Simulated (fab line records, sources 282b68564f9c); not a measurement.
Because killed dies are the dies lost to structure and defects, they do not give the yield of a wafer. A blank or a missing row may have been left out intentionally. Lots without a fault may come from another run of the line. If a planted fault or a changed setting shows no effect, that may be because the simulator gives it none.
fab line records	flow rit-cmos
record lots=5	wafers=23
route steps=202 shown ACTIVE@7 PWELL@41 NRETRO@61 GATE@91 NLDD@111 SPACER@128 NSD@132 M1@202
start-h: hours from the record's opening day to when the first of the lot's shown wafers began	wait-h: hours since the lot's step before	" unchanged from the row above	L1.1+2: several wafers, shown together as one row	- no value present, or no start provided	* or withheld: withheld	< > ~ a bound
route shown NAME@n: a module of which the file shows steps, and the number in the route of the first	usual: average and standard deviation across the fault-free wafers	same: alike in all rows	chamber/n: place in a boat	sites: each site's reading	_std_site: standard deviation of those values	_edge_site: the outer-site mean with the inner-site mean subtracted	radius-mm: for every site, how far away it sits from the centre of the wafer	mask NAME#n: copy n	behind: the tool/chamber that last shaped the wafer	hold: why the lot was held/for how many hours/how that ended	device: which transistor (n, p or np) failed to switch	end of line: tests run on the same wafers once the route is complete	step lacking rows: just its recipe	killed: dies lost to structure and defects at the first sort, not the wafer's yield	map: a wafer's dies, marking killed ones x, the rest . and places with no die _
set.NAME: the setting that was run; set.NAME@STEP: the one run at that earlier step	model.NAME: the simulator's own value behind a step, which no gauge read
lots where settings were altered on purpose, with a table for each step and a row for each wafer
## steps
# step RIT_ACTIVE_COAT_06
# recipe resist=NOVOLAK	spin-rpm=3250	resist-thk-nm=1000
lot.wafer	tool	chamber	start-h	wait-h	set.spin-rpm	model.NOVOLAK_of_ACTIVE_COAT_06.thk-nm
L074.1+5	litho-track-04	0	13.74	0.1	3250	1001
L074.3	"	0	"	"	3250	998.7
L075.1	litho-track-02	0	18.74	0.1	3143	1019
L075.2+6	"	0	"	"	3250	1002
L075.3	"	0	"	"	3143	1015
L075.4	"	0	"	"	3143	1017
L080.1	litho-track-02	0	43.84	0.1	3339	984.4
L080.2	"	0	"	"	3250	999.6
L080.3	"	0	"	"	3250	997.2
L080.4	"	0	"	"	3250	995.7
L080.5	"	0	"	"	3339	983.7
L082.1	litho-track-01	0	54.30	0.1	3250	1003
L082.2	"	0	"	"	3250	998.4
L082.3+4	"	0	"	"	3250	1002
L082.5	"	0	"	"	3250	1005
L085.2	litho-track-02	0	68.86	0.1	3250	1000
L085.3+5	"	0	"	"	3180	1010
L085.4	"	0	"	"	3250	999.2
L085.6	"	0	"	"	3250	1002
# step RIT_ACTIVE_EXPOSE_08
# recipe mask-id=M1	na=0.6	source-shape=conventional	sigma-outer=0.6	target-cd-nm=1400	dose-mj=225
lot.wafer	tool	chamber	start-h	wait-h	mask	set.dose-mj
L074.1+3+5	iline-stepper-02	0	14.04	0.1	M1#0	225
L075.1+2+4	iline-stepper-02	0	19.04	0.1	M1#0	225
L075.3+6	"	0	"	"	M1#0	234
L080.1+4	iline-stepper-01	0	44.14	0.1	M1#0	225
L080.2+3+5	"	0	"	"	M1#0	211.8
L082.1+4	iline-stepper-02	0	54.60	0.1	M1#0	225
L082.2+3+5	"	0	"	"	M1#0	240.4
L085.2+3	iline-stepper-02	0	69.28	0.2	M1#0	241.8
L085.4+5+6	"	0	"	"	M1#0	225
# step RIT_ACTIVE_PEB_09
# recipe resist=NOVOLAK	temp-c=withheld	time-s=withheld
# step RIT_ACTIVE_DEVELOP_10
# recipe resist=NOVOLAK	develop-time-s=50	dev-temp-c=23
# step RIT_ACTIVE_CD_MEAS_11
# recipe target-cd-nm=1400
# usual cd-nm=1400/3
lot.wafer	tool	chamber	start-h	wait-h	set.dose-mj@ACTIVE_EXPOSE_08	cd-nm
L074.1	cd-sem-01	-	14.44	-	225	1397
L074.3	"	-	"	"	225	1399
L074.5	"	-	"	"	225	1397
L075.1	cd-sem-01	-	19.44	-	225	1402
L075.2	"	-	"	"	225	1402
L075.3	"	-	"	"	234	1395
L075.4	"	-	"	"	225	1406
L075.6	"	-	"	"	234	1393
L080.1	cd-sem-01	-	44.54	-	225	1397
L080.2	"	-	"	"	211.8	1417
L080.3	"	-	"	"	211.8	1415
L080.4	"	-	"	"	225	1397
L080.5	"	-	"	"	211.8	1413
L082.1	cd-sem-01	-	55.00	-	225	1400
L082.2	"	-	"	"	240.4	1380
L082.3	"	-	"	"	240.4	1381
L082.4	"	-	"	"	225	1399
L082.5	"	-	"	"	240.4	1381
L085.2	cd-sem-01	-	69.68	-	241.8	1379
L085.3	"	-	"	"	241.8	1380
L085.4	"	-	"	"	225	1398
L085.5	"	-	"	"	225	1399
L085.6	"	-	"	"	225	1397
# step RIT_ACTIVE_HARDBAKE_12
# recipe resist=NOVOLAK	temp-c=140	time-s=60
lot.wafer	tool	chamber	start-h	wait-h	set.spin-rpm@ACTIVE_COAT_06	model.NOVOLAK_of_ACTIVE_COAT_06.thk-nm
L074.1	litho-track-02	0	14.56	0.1	3250	884.6
L074.3	"	0	"	"	3250	882.7
L074.5	"	0	"	"	3250	884.3
L075.1	litho-track-02	0	19.56	0.1	3143	900.7
L075.2	"	0	"	"	3250	885.1
L075.3	"	0	"	"	3143	896.8
L075.4	"	0	"	"	3143	898.9
L075.6	"	0	"	"	3250	885.2
L080.1	litho-track-01	0	44.66	0.1	3339	870.2
L080.2	"	0	"	"	3250	883.5
L080.3	"	0	"	"	3250	881.4
L080.4	"	0	"	"	3250	880
L080.5	"	0	"	"	3339	869.5
L082.1	litho-track-02	0	55.12	0.1	3250	886.7
L082.2	"	0	"	"	3250	882.4
L082.3	"	0	"	"	3250	885.4
L082.4	"	0	"	"	3250	885.3
L082.5	"	0	"	"	3250	887.7
L085.2	litho-track-01	0	69.80	0.1	3250	883.9
L085.3	"	0	"	"	3180	892.6
L085.4	"	0	"	"	3250	883.1
L085.5	"	0	"	"	3180	892.2
L085.6	"	0	"	"	3250	885.1
# step RIT_ACTIVE_ETCH_13
# recipe stop-on=SiO2	chemistry=SF6	target=Si3N4	time-s=210	over-etch-frac=0.4	SF6_flow_sccm=200	pressure-mtorr=260	rf-w=125	target-depth-a=2100
lot.wafer	tool	chamber	start-h	wait-h	set.dose-mj@ACTIVE_EXPOSE_08	model.ACTIVE.cd-nm
L074.1+5	rie-diel-04	3,1	14.71	0.1	225	1397
L074.3	"	0	"	"	225	1400
L075.1+2	rie-diel-04	2,3	19.71	0.1	225	1402
L075.3	"	1	"	"	234	1395
L075.4	"	0	"	"	225	1407
L075.6	"	3	"	"	234	1393
L080.1+4	rie-diel-04	0,1	44.81	0.1	225	1397
L080.2	"	3	"	"	211.8	1417
L080.3	"	2	"	"	211.8	1414
L080.5	"	2	"	"	211.8	1413
L082.1	rie-diel-04	0	55.27	0.1	225	1400
L082.2	"	1	"	"	240.4	1380
L082.3+5	"	2,0	"	"	240.4	1381
L082.4	"	3	"	"	225	1399
L085.2	rie-diel-04	0	69.93	0.1	241.8	1379
L085.3	"	1	"	"	241.8	1380
L085.4	"	2	"	"	225	1398
L085.5	"	2	"	"	225	1399
L085.6	"	3	"	"	225	-
# step RIT_ACTIVE_STRIP_14
# recipe chemistry=O2	time-s=180	resist=NOVOLAK	platen-temp-c=withheld	power-w=500	pressure-mtorr=4000	o2-flow-sccm=4000
# step RIT_ACTIVE_CD_MEAS_90
# recipe target-cd-nm=1400
# usual cd-nm=1400/3
lot.wafer	tool	chamber	start-h	wait-h	set.dose-mj@ACTIVE_EXPOSE_08	cd-nm
L074.1	cd-sem-02	-	15.02	0.1	225	1397
L074.3	"	-	"	"	225	1400
L074.5	"	-	"	"	225	1397
L075.1	cd-sem-02	-	20.02	0.1	225	1402
L075.2	"	-	"	"	225	1402
L075.3	"	-	"	"	234	1394
L075.4	"	-	"	"	225	1406
L075.6	"	-	"	"	234	1393
L080.1	cd-sem-01	-	45.12	0.1	225	1397
L080.2	"	-	"	"	211.8	1417
L080.3	"	-	"	"	211.8	1414
L080.4	"	-	"	"	225	1397
L080.5	"	-	"	"	211.8	1413
L082.1	cd-sem-02	-	55.58	0.1	225	1400
L082.2	"	-	"	"	240.4	1380
L082.3	"	-	"	"	240.4	1381
L082.4	"	-	"	"	225	1399
L082.5	"	-	"	"	240.4	1382
L085.2	cd-sem-02	-	70.26	0.1	241.8	1379
L085.3	"	-	"	"	241.8	1380
L085.4	"	-	"	"	225	1399
L085.5	"	-	"	"	225	1399
L085.6	"	-	"	"	225	1397
# step RIT_PWELL_SOFTBAKE_02
# recipe resist=NOVOLAK	temp-c=90	time-s=60
lot.wafer	tool	chamber	start-h	wait-h	set.temp-c
L074.1+3+5	litho-track-01	0	21.46	0.1	90
L075.1+4	litho-track-03	0	26.17	0.1	90
L075.2+3+6	"	0	"	"	87.04
L080.1+2+3+4+5	litho-track-01	0	53.73	0.1	90
L082.1+5	litho-track-03	0	62.73	0.1	88.38
L082.2+3+4	"	0	"	"	90
L085.2+3+6	litho-track-03	0	77.05	0.1	91.57
L085.4+5	"	0	"	"	90
# step RIT_PWELL_EXPOSE_03
# recipe mask-id=M3	na=0.57	target-cd-nm=43700	dose-mj=250
# step RIT_PWELL_PEB_04
# recipe resist=NOVOLAK	temp-c=withheld	time-s=withheld
# step RIT_PWELL_DEVELOP_05
# recipe resist=NOVOLAK	develop-time-s=68	dev-temp-c=23
lot.wafer	tool	chamber	start-h	wait-h	set.temp-c@PWELL_SOFTBAKE_02	model.NOVOLAK_of_PWELL_COAT_01.thk-nm
L074.1	litho-track-03	0	-	-	90	1292
L074.3	"	0	"	"	90	1296
L074.5	"	0	"	"	90	1297
L075.1	litho-track-03	0	-	-	90	1304
L075.2+6	"	0	"	"	87.04	1315
L075.3	"	0	"	"	87.04	1311
L075.4	"	0	"	"	90	1303
L080.1	litho-track-04	0	-	-	90	1297
L080.2	"	0	"	"	90	1300
L080.3+4+5	"	0	"	"	90	1299
L082.1	litho-track-01	0	-	-	88.38	1307
L082.2	"	0	"	"	90	1303
L082.3	"	0	"	"	90	1300
L082.4	"	0	"	"	90	1299
L082.5	"	0	"	"	88.38	1309
L085.2	litho-track-01	0	-	-	91.57	1299
L085.3	"	0	"	"	91.57	1295
L085.4	"	0	"	"	90	1301
L085.5	"	0	"	"	90	1302
L085.6	"	0	"	"	91.57	1296
# step RIT_NRETRO_IMPLANT_08
# recipe species=P	energy-kev=70	dose-cm2=1e+13	tilt-deg=7
lot.wafer	tool	chamber	start-h	wait-h	set.dose-cm2
L074.1+3+5	implanter-03	0	29.45	0.2	1e+13
L075.1+3+6	implanter-02	0	34.53	0.2	1e+13
L075.2+4	"	0	"	"	9.542e+12
L080.1+2+4	implanter-02	0	61.47	0.2	1e+13
L080.3+5	"	0	"	"	1.053e+13
L082.1+2	implanter-02	0	70.60	0.2	1.061e+13
L082.3+4+5	"	0	"	"	1e+13
L085.2+5+6	implanter-03	0	86.00	0.2	1e+13
L085.3+4	"	0	"	"	1.071e+13
# step RIT_NRETRO_STRIP_09
# recipe chemistry=O2	time-s=180	resist=NOVOLAK	platen-temp-c=withheld	power-w=500	pressure-mtorr=4000	o2-flow-sccm=4000
# step RIT_NRETRO_TW_MEAS_10
# usual NRETRO_TW=1048/6.1
lot.wafer	tool	chamber	start-h	wait-h	set.dose-cm2@NRETRO_IMPLANT_08	NRETRO_TW
L074.1	film-metro-04	-	29.77	0.1	1e+13	1050
L074.3	"	-	"	"	1e+13	1055
L074.5	"	-	"	"	1e+13	1050
L075.1	film-metro-02	-	34.85	0.1	1e+13	1052
L075.2	"	-	"	"	9.542e+12	1036
L075.3	"	-	"	"	1e+13	1048
L075.4	"	-	"	"	9.542e+12	1040
L075.6	"	-	"	"	1e+13	1055
L080.1	film-metro-01	-	61.80	0.1	1e+13	1044
L080.2	"	-	"	"	1e+13	1043
L080.3	"	-	"	"	1.053e+13	1068
L080.4	"	-	"	"	1e+13	1041
L080.5	"	-	"	"	1.053e+13	1063
L082.1	film-metro-01	-	70.93	0.1	1.061e+13	1064
L082.2	"	-	"	"	1.061e+13	1065
L082.3	"	-	"	"	1e+13	1050
L082.4	"	-	"	"	1e+13	1041
L082.5	"	-	"	"	1e+13	1042
L085.2	film-metro-04	-	86.31	0.1	1e+13	1054
L085.3	"	-	"	"	1.071e+13	1073
L085.4	"	-	"	"	1.071e+13	1073
L085.5	"	-	"	"	1e+13	1049
L085.6	"	-	"	"	1e+13	1058
# step RIT_GATE_DEVELOP_15
# recipe resist=NOVOLAK	develop-time-s=50	dev-temp-c=23
lot.wafer	tool	chamber	start-h	wait-h	set.develop-time-s
L074.1+3+5	litho-track-03	0	-	-	50
L075.1+2+3+4+6	litho-track-01	0	-	-	50
L080.1+3	litho-track-01	0	-	-	43.5
L080.2+4+5	"	0	"	"	50
L082.1+2+4	litho-track-01	0	-	-	50
L082.3+5	"	0	"	"	45.89
L085.2+4+6	litho-track-02	0	-	-	50
L085.3+5	"	0	"	"	42.8
# step RIT_NLDD_IMPLANT_08
# recipe species=P	energy-kev=20	dose-cm2=5e+14	tilt-deg=7
lot.wafer	tool	chamber	start-h	wait-h	set.energy-kev	model.implant.rp-nm	model.implant.drp-nm
L074.1+3+5	implanter-04	0	41.44	0.1	20	27.2	12.97
L075.1+4	implanter-01	0	47.78	0.1	20.69	28.51	13.24
L075.2+3+6	"	0	"	"	20	27.87	12.97
L080.1+3+4	implanter-01	0	74.27	0.1	20.92	28.73	13.33
L080.2+5	"	0	"	"	20	27.87	12.97
L082.1+5	implanter-04	0	82.82	0.1	20	27.77	12.97
L082.2+3+4	"	0	"	"	21.16	28.85	13.42
L085.2+3+6	implanter-01	0	97.92	0.1	20.86	29.43	13.3
L085.4+5	"	0	"	"	20	28.61	12.97
# step RIT_NLDD_STRIP_09
# recipe chemistry=O2	time-s=180	resist=NOVOLAK	platen-temp-c=withheld	power-w=500	pressure-mtorr=4000	o2-flow-sccm=4000
# step RIT_NLDD_TW_MEAS_10
# usual NLDD_TW=2485/14
lot.wafer	tool	chamber	start-h	wait-h	set.energy-kev@NLDD_IMPLANT_08	NLDD_TW
L074.1	film-metro-04	-	41.76	0.1	20	2471
L074.3	"	-	"	"	20	2480
L074.5	"	-	"	"	20	2483
L075.1	film-metro-02	-	48.11	0.1	20.69	2526
L075.2	"	-	"	"	20	2516
L075.3	"	-	"	"	20	2501
L075.4	"	-	"	"	20.69	2529
L075.6	"	-	"	"	20	2495
L080.1	film-metro-01	-	74.60	0.1	20.92	2499
L080.2	"	-	"	"	20	2467
L080.3	"	-	"	"	20.92	2495
L080.4	"	-	"	"	20.92	2501
L080.5	"	-	"	"	20	2475
L082.1	film-metro-02	-	83.15	0.1	20	2489
L082.2	"	-	"	"	21.16	2520
L082.3	"	-	"	"	21.16	2522
L082.4	"	-	"	"	21.16	2521
L082.5	"	-	"	"	20	2495
L085.2	film-metro-04	-	98.23	0.1	20.86	2518
L085.3	"	-	"	"	20.86	2512
L085.4	"	-	"	"	20	2482
L085.5	"	-	"	"	20	2490
L085.6	"	-	"	"	20.86	2519
# step RIT_SPACER_CVD_03
# recipe material=Si3N4	target-thk-nm=250	temp-c=810	precursor=SiH2Cl2/NH3	time-s=3300	pressure-mtorr=300	sih2cl2-flow-sccm=60	nh3-flow-sccm=150
lot.wafer	tool	chamber	start-h	wait-h	set.time-s	model.Si3N4_of_SPACER_CVD_03.thk-nm
L074.1	lpcvd-02	1	43.75	0.0	3300	251.7
L074.3	"	1	"	"	3300	250.8
L074.5	"	1	"	"	3300	250.5
L075.1	-	-	-	0.0	3045	232.1
L075.2+6	"	-	"	"	3045	233.9
L075.3	"	-	"	"	3045	232.6
L075.4	"	-	"	"	3045	234
L080.1	-	-	-	0.0	3035	233
L080.2	"	-	"	"	3035	233.3
L080.3	"	-	"	"	3035	231.6
L080.4	"	-	"	"	3035	231.8
L080.5	"	-	"	"	3035	231.1
L082.1	-	-	-	0.0	3300	252.5
L082.2	"	-	"	"	3300	251.9
L082.3	"	-	"	"	3300	250.9
L082.4	"	-	"	"	3300	250.4
L082.5	"	-	"	"	3300	251.4
L085.2+3	-	-	-	0.0	3101	236.1
L085.4	"	-	"	"	3101	237.4
L085.5	"	-	"	"	3101	236.4
L085.6	"	-	"	"	3101	236.6
# step RIT_SPACER_THK_MEAS_04
# recipe reads=Si3N4_of_SPACER_CVD_03
# usual SPACER_NITRIDE_THK=251.6/1.9
lot.wafer	tool	chamber	start-h	wait-h	set.time-s@SPACER_CVD_03	SPACER_NITRIDE_THK[nm]
L074.1	film-metro-04	-	45.67	0.0	3300	251.7
L074.3	"	-	"	"	3300	250.7
L074.5	"	-	"	"	3300	250.7
L075.1	film-metro-03	-	-	-	3045	232.0
L075.2	"	-	"	"	3045	233.8
L075.3	"	-	"	"	3045	232.6
L075.4	"	-	"	"	3045	234.0
L075.6	"	-	"	"	3045	234.0
L080.1	film-metro-04	-	-	-	3035	233.0
L080.2	"	-	"	"	3035	233.3
L080.3	"	-	"	"	3035	231.8
L080.4	"	-	"	"	3035	231.7
L080.5	"	-	"	"	3035	230.9
L082.1	film-metro-01	-	-	-	3300	252.5
L082.2	"	-	"	"	3300	252.1
L082.3	"	-	"	"	3300	250.9
L082.4	"	-	"	"	3300	250.5
L082.5	"	-	"	"	3300	251.4
L085.2	film-metro-03	-	-	-	3101	236.2
L085.3	"	-	"	"	3101	235.9
L085.4	"	-	"	"	3101	237.5
L085.5	"	-	"	"	3101	236.4
L085.6	"	-	"	"	3101	236.4
# step RIT_SPACER_ETCHBACK_05
# recipe target-depth-a=2500	SF6_flow_sccm=30	CHF3_flow_sccm=30	target=Si3N4	chemistry=SF6/CHF3	pressure-mtorr=40	rf-w=250	time-s=240	stop-on=SiO2
lot.wafer	tool	chamber	start-h	wait-h	set.time-s@SPACER_CVD_03	model.etch.depth-nm	model.Si3N4_of_SPACER_CVD_03.thk-nm
L074.1	rie-diel-02	2	45.73	0.1	3300	251.7	199.1
L074.3	"	1	"	"	3300	250.8	197.2
L074.5	"	3	"	"	3300	250.5	196.5
L075.1	rie-diel-01	2	52.07	0.1	3045	232.1	183.5
L075.2	"	3	"	"	3045	233.9	182.7
L075.3	"	1	"	"	3045	232.6	181.7
L075.4	"	0	"	"	3045	234	184.3
L075.6	"	1	"	"	3045	233.9	183.3
L080.1	rie-diel-04	0	78.55	0.1	3035	233	182.1
L080.2	"	2	"	"	3035	233.3	182.6
L080.3	"	3	"	"	3035	231.6	180.9
L080.4	"	1	"	"	3035	231.8	181
L080.5	"	1	"	"	3035	231.1	180.3
L082.1	rie-diel-01	2	86.97	0.1	3300	252.5	199.3
L082.2	"	3	"	"	3300	251.9	196.9
L082.3	"	1	"	"	3300	250.9	196.5
L082.4	"	3	"	"	3300	250.4	195.4
L082.5	"	1	"	"	3300	251.4	196.4
L085.2	rie-diel-04	1	102.04	0.0	3101	-	184.9
L085.3	"	0	"	"	3101	-	184.7
L085.4	"	3	"	"	3101	-	186
L085.5	"	2	"	"	3101	236.4	185.4
L085.6	"	3	"	"	3101	236.6	185.2
# step RIT_NSD_COAT_01
# recipe resist=NOVOLAK	spin-rpm=3250	resist-thk-nm=1000
lot.wafer	tool	chamber	start-h	wait-h	set.resist-thk-nm	model.NOVOLAK_of_NSD_COAT_01.thk-nm
L074.1	litho-track-01	0	46.03	0.1	1000	997.9
L074.3	"	0	"	"	1000	997.2
L074.5	"	0	"	"	1000	995.3
L075.1	litho-track-01	0	52.37	0.1	1000	996.5
L075.2	"	0	"	"	950.7	948
L075.3	"	0	"	"	1000	996.2
L075.4	"	0	"	"	1000	997
L075.6	"	0	"	"	950.7	949.3
L080.1	litho-track-04	0	78.85	0.1	1000	1004
L080.2	"	0	"	"	972.3	977.2
L080.3	"	0	"	"	1000	1003
L080.4	"	0	"	"	972.3	973.9
L080.5	"	0	"	"	1000	1002
L082.1	litho-track-04	0	87.27	0.1	1000	999.1
L082.2	"	0	"	"	1000	996.4
L082.3	"	0	"	"	1000	998.8
L082.4	"	0	"	"	1000	998.7
L082.5	"	0	"	"	1000	1002
L085.2	litho-track-02	0	102.37	0.1	1000	1001
L085.3	"	0	"	"	1000	1003
L085.4	"	0	"	"	1052	1051
L085.5	"	0	"	"	1052	1052
L085.6	"	0	"	"	1052	1055
# step RIT_NSD_SOFTBAKE_02
# recipe resist=NOVOLAK	temp-c=90	time-s=60
# step RIT_NSD_EXPOSE_03
# recipe mask-id=M9	na=0.57	target-cd-nm=40700	dose-mj=250
# step RIT_NSD_DEVELOP_05
# recipe resist=NOVOLAK	develop-time-s=50	dev-temp-c=23
# step RIT_NSD_HARDBAKE_07
# recipe resist=NOVOLAK	temp-c=140	time-s=60
lot.wafer	tool	chamber	start-h	wait-h	set.resist-thk-nm@NSD_COAT_01	model.NOVOLAK_of_NSD_COAT_01.thk-nm
L074.1	litho-track-01	0	46.76	0.0	1000	882
L074.3	"	0	"	"	1000	881.3
L074.5	"	0	"	"	1000	879.7
L075.1	litho-track-04	0	53.11	0.0	1000	880.8
L075.2	"	0	"	"	950.7	838.3
L075.3	"	0	"	"	1000	880.4
L075.4	"	0	"	"	1000	881.2
L075.6	"	0	"	"	950.7	839.4
L080.1	litho-track-02	0	79.58	0.0	1000	887.6
L080.2	"	0	"	"	972.3	863.8
L080.3	"	0	"	"	1000	886.2
L080.4	"	0	"	"	972.3	860.9
L080.5	"	0	"	"	1000	885.4
L082.1	litho-track-02	0	88.01	0.0	1000	883
L082.2	"	0	"	"	1000	880.7
L082.3+4	"	0	"	"	1000	882.7
L082.5	"	0	"	"	1000	885.7
L085.2	litho-track-02	0	103.10	0.0	1000	884.8
L085.3	"	0	"	"	1000	886.1
L085.4	"	0	"	"	1052	928.3
L085.5	"	0	"	"	1052	929.6
L085.6	"	0	"	"	1052	932
# step RIT_M1_PROBE_99
lot.wafer	tool	chamber	start-h	wait-h	set.develop-time-s@GATE_DEVELOP_15	model.etest.nmos_0p15.drive-ua-um	model.etest.nmos_0p15.r-on-ohm-um	model.etest.nmos_0p3.r-on-ohm-um	model.etest.pmos_0p15.r-on-ohm-um	model.etest.pmos_0p3.r-on-ohm-um	model.etest.pmos-turned.r-on-ohm-um
L074.1	prober-01	-	56.53	0.1	50	491	1066	2128	2576	6138	3246
L074.3	prober-01	-	56.63	0.2	50	477.3	1120	2154	2669	6206	3378
L074.5	prober-01	-	56.73	0.2	50	483.3	1124	2173	2678	6234	3378
L075.1	prober-02	-	63.44	0.1	50	473	1140	2184	2878	6479	3572
L075.2	prober-02	-	63.49	0.1	50	467.5	1221	2224	2903	6404	3584
L075.3	prober-02	-	63.54	0.2	50	466.6	1234	2233	2963	6476	3678
L075.4	prober-02	-	63.59	0.2	50	478.2	1139	2156	2788	6296	3417
L075.6	prober-02	-	63.69	0.2	50	471.1	1210	2236	2923	6437	3681
L080.2	prober-02	-	89.82	0.1	50	456.1	1240	2245	2942	6537	3705
L080.4	prober-02	-	89.92	0.2	50	451.6	1261	2214	3015	6417	3690
L080.5	prober-02	-	89.97	0.2	50	454.7	1252	2271	2983	6585	3674
L082.1	prober-02	-	98.59	0.1	50	466.9	1108	2186	2790	6402	3413
L082.2	prober-02	-	98.64	0.1	50	468.6	1122	2203	2814	6470	3478
L082.3	prober-02	-	98.69	0.2	45.89	412.8	1231	2266	3135	6672	3793
L082.4	prober-02	-	98.74	0.2	50	483.7	1115	2180	2666	6252	3308
L082.5	prober-02	-	98.79	0.2	45.89	408.3	1264	2300	3159	6661	3796
L085.2	prober-01	-	113.71	0.1	50	468.1	1176	2196	2892	6345	3650
L085.3	prober-01	-	113.76	0.2	42.8	375.6	1383	2410	3599	7193	4280
L085.4	prober-01	-	113.81	0.2	50	469.2	1189	2223	2980	6587	3643
L085.5	prober-01	-	113.86	0.2	42.8	380.5	1381	2383	3564	7058	4246
L085.6	prober-01	-	113.91	0.2	50	463.8	1185	2182	2946	6416	3662
# killed by level:class
L074.1 FOX2:geometric-particle:open=2 GATE:geometric-particle:open=2
L074.3 GATE:geometric-particle:open=1 GATE:geometric-particle:short=1 REOX:geometric-particle:short=1
L074.5 SILICIDE:geometric-particle:open=4 GATE:geometric-particle:short=3 REOX:geometric-particle:short=1 SPACER:geometric-particle:short=1
## key
split step=RIT_ACTIVE_COAT_06	setting=spin-rpm	stated=3250	by=wafer
response step=RIT_ACTIVE_COAT_06	reading=model.NOVOLAK_of_ACTIVE_COAT_06.thk-nm	change=-4.73	per=1%	r=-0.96
response step=RIT_ACTIVE_HARDBAKE_12	reading=model.NOVOLAK_of_ACTIVE_COAT_06.thk-nm	change=-4.14	per=1%	r=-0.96
split step=RIT_ACTIVE_EXPOSE_08	setting=dose-mj	stated=225	by=wafer
response step=RIT_ACTIVE_CD_MEAS_11	reading=cd-nm	change=-2.68	per=1%	r=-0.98
response step=RIT_ACTIVE_ETCH_13	reading=model.ACTIVE.cd-nm	change=-2.71	per=1%	r=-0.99
response step=RIT_ACTIVE_CD_MEAS_90	reading=cd-nm	change=-2.68	per=1%	r=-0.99
split step=RIT_PWELL_SOFTBAKE_02	setting=temp-c	stated=90	by=wafer
response step=RIT_PWELL_DEVELOP_05	reading=model.NOVOLAK_of_PWELL_COAT_01.thk-nm	change=-3.22	per=1%	r=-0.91
split step=RIT_NRETRO_IMPLANT_08	setting=dose-cm2	stated=1e+13	by=wafer
response step=RIT_NRETRO_TW_MEAS_10	reading=NRETRO_TW	change=+3.25	per=1%	r=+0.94
split step=RIT_GATE_DEVELOP_15	setting=develop-time-s	stated=50	by=wafer
response step=RIT_M1_PROBE_99	reading=model.etest.pmos-turned.r-on-ohm-um	change=-43.8	per=1%	r=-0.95
response step=RIT_M1_PROBE_99	reading=model.etest.pmos_0p15.r-on-ohm-um	change=-45.3	per=1%	r=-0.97
response step=RIT_M1_PROBE_99	reading=model.etest.pmos_0p3.r-on-ohm-um	change=-44.2	per=1%	r=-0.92
response step=RIT_M1_PROBE_99	reading=model.etest.nmos_0p15.r-on-ohm-um	change=-14.4	per=1%	r=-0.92
response step=RIT_M1_PROBE_99	reading=model.etest.nmos_0p3.r-on-ohm-um	change=-13	per=1%	r=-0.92
response step=RIT_M1_PROBE_99	reading=model.etest.nmos_0p15.drive-ua-um	change=+6.53	per=1%	r=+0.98
split step=RIT_NLDD_IMPLANT_08	setting=energy-kev	stated=20	by=wafer
response step=RIT_NLDD_IMPLANT_08	reading=model.implant.rp-nm	change=+0.188	per=1%	r=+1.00
response step=RIT_NLDD_IMPLANT_08	reading=model.implant.drp-nm	change=+0.0775	per=1%	r=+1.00
response step=RIT_NLDD_TW_MEAS_10	reading=NLDD_TW	change=+5.92	per=1%	r=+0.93
split step=RIT_SPACER_CVD_03	setting=time-s	stated=3300	by=lot
response step=RIT_SPACER_CVD_03	reading=model.Si3N4_of_SPACER_CVD_03.thk-nm	change=+2.37	per=1%	r=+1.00
response step=RIT_SPACER_THK_MEAS_04	reading=SPACER_NITRIDE_THK	change=+2.38	per=1%	r=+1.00
response step=RIT_SPACER_ETCHBACK_05	reading=model.etch.depth-nm	change=+2.36	per=1%	r=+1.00
response step=RIT_SPACER_ETCHBACK_05	reading=model.Si3N4_of_SPACER_CVD_03.thk-nm	change=+1.91	per=1%	r=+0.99
split step=RIT_NSD_COAT_01	setting=resist-thk-nm	stated=1000	by=wafer
response step=RIT_NSD_COAT_01	reading=model.NOVOLAK_of_NSD_COAT_01.thk-nm	change=+9.78	per=1%	r=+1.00
response step=RIT_NSD_HARDBAKE_07	reading=model.NOVOLAK_of_NSD_COAT_01.thk-nm	change=+8.56	per=1%	r=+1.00
